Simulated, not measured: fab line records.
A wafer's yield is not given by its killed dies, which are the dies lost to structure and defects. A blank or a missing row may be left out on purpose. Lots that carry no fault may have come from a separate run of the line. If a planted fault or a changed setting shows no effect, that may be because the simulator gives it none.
Lot-split experiment | flow rit cmos | 23 wafers read across 5 lots, on a route 202 steps long

## THE SPLIT ITSELF
At RIT_M1_SPUTTER_00 (material Al, target thk 400 nm, time 500 s), the setting time s was moved away from the recipe's 500 s on 5 of the 23 wafers read, by -8.1% to +4.5%. This setting was run at the recipe's value on the other wafers.

## BETWEEN THE SPLIT AND THE READING: the file shows 1 step in between
- RIT_M1_RS_MEAS_01: measures by four-point-probe

## THE READING
M1_AL_THK, in nm, at RIT_M1_THK_MEAS_02 (measures by xrf). A value of 401 nm with a standard deviation of 3.9 nm is what fault-free wafers of this fab line usually give.

wafer  | tool, chamber at the split | time s as run, s | against the recipe | M1_AL_THK, nm | against lot-mates on the recipe
L074.1 | pvd sputter-04, -          | 522.3            | +4.5%              | 415           | +16
L074.2 | pvd sputter-04, -          | 522.3            | +4.5%              | 418           | +19
L074.3 | pvd sputter-04, -          | 500              | recipe             | 395           | -
L074.4 | pvd sputter-04, -          | 500              | recipe             | 404           | -
L074.6 | pvd sputter-04, -          | 500              | recipe             | 399           | -
L075.1 | pvd sputter-02, -          | 500              | recipe             | 402           | -
L075.2 | pvd sputter-02, -          | 500              | recipe             | 398           | -
L075.3 | pvd sputter-02, -          | 500              | recipe             | 392           | -
L075.5 | pvd sputter-02, -          | 500              | recipe             | 405           | -
L075.6 | pvd sputter-02, -          | 500              | recipe             | 396           | -
L077.1 | pvd sputter-02, -          | 500              | recipe             | 398           | -
L077.2 | pvd sputter-02, -          | 500              | recipe             | 409           | -
L077.3 | pvd sputter-02, -          | 500              | recipe             | 402           | -
L077.5 | pvd sputter-02, -          | 500              | recipe             | 404           | -
L077.6 | pvd sputter-02, -          | 500              | recipe             | 407           | -
L081.1 | pvd sputter-02, -          | 459.5            | -8.1%              | 370           | -30
L081.2 | pvd sputter-02, -          | 459.5            | -8.1%              | 373           | -28
L081.4 | pvd sputter-02, -          | 500              | recipe             | 401           | -
L081.5 | pvd sputter-02, -          | 500              | recipe             | 400           | -
L081.6 | pvd sputter-02, -          | 459.5            | -8.1%              | 371           | -30
L084.4 | pvd sputter-02, -          | 500              | recipe             | 410           | -
L084.5 | pvd sputter-02, -          | 500              | recipe             | 399           | -
L084.6 | pvd sputter-02, -          | 500              | recipe             | 403           | -

FIT RESULTS
A straight line over all 23 wafers: M1_AL_THK changes by +3.64 nm for each +1% of time s; r = +0.94; the points scatter about the line by 4.4 nm.
The same after taking each lot's own level away (the mean of its wafers on the recipe; 23 wafers): +3.65 nm for each +1%; r = +0.95; scatter 3.7 nm.
On that fit, the largest move of time s shifts the reading by 30 nm.
The span of the lots' own levels, 398.6 to 404.0 nm, comes to 1.4 times the standard deviation stated above.
Consequently the slope shifts little with the lot-to-lot level, the two slopes agreeing.
Check: with one of the wafers moved furthest among these (-8.1%) left out of the fit, the line predicts -29 nm for it against its lot-mates. It came out at -30.5 nm against them.

## THE OTHER SPLITS THESE WAFERS WENT THROUGH
Note: prior to the reading, these wafers also went through further splits. Each is held against what the fit with the lots' levels taken away leaves over:
other split on the same wafers        | wafers away from the commonest value | r with M1_AL_THK (lot level and that fit taken away)
RIT_SDANNEAL_CLEAN_00 time s          | 10                                   | -0.03
RIT_SILICIDE_SPUTTER_01 power w       | 6                                    | -0.02
RIT_CONTACT_COAT_03 resist thk nm     | 9                                    | -0.10
RIT_CONTACT_DEVELOP_07 develop time s | 8                                    | -0.08

## THE WHOLE CHAIN: every reading that the file lists as answering this split, in the file's order
step               | what it does                               | reading                                                                     | change (the file's fit)               | r (the file's)
RIT_M1_SPUTTER_00  | material Al, target thk 400 nm, time 500 s | Al_of_M1_SPUTTER_00.thk nm (the simulator's own value, which no gauge read) | +3.79 nm for each +1% of the setting  | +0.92
RIT_M1_RS_MEAS_01  | measures by four-point-probe               | M1_AL_RS                                                                    | -0.000742 for each +1% of the setting | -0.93
RIT_M1_THK_MEAS_02 | measures by xrf                            | M1_AL_THK                                                                   | +3.66 for each +1% of the setting     | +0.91

## FILE'S OWN FIT
M1_AL_THK changes by +3.66 nm for each +1% of time s, r = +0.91.
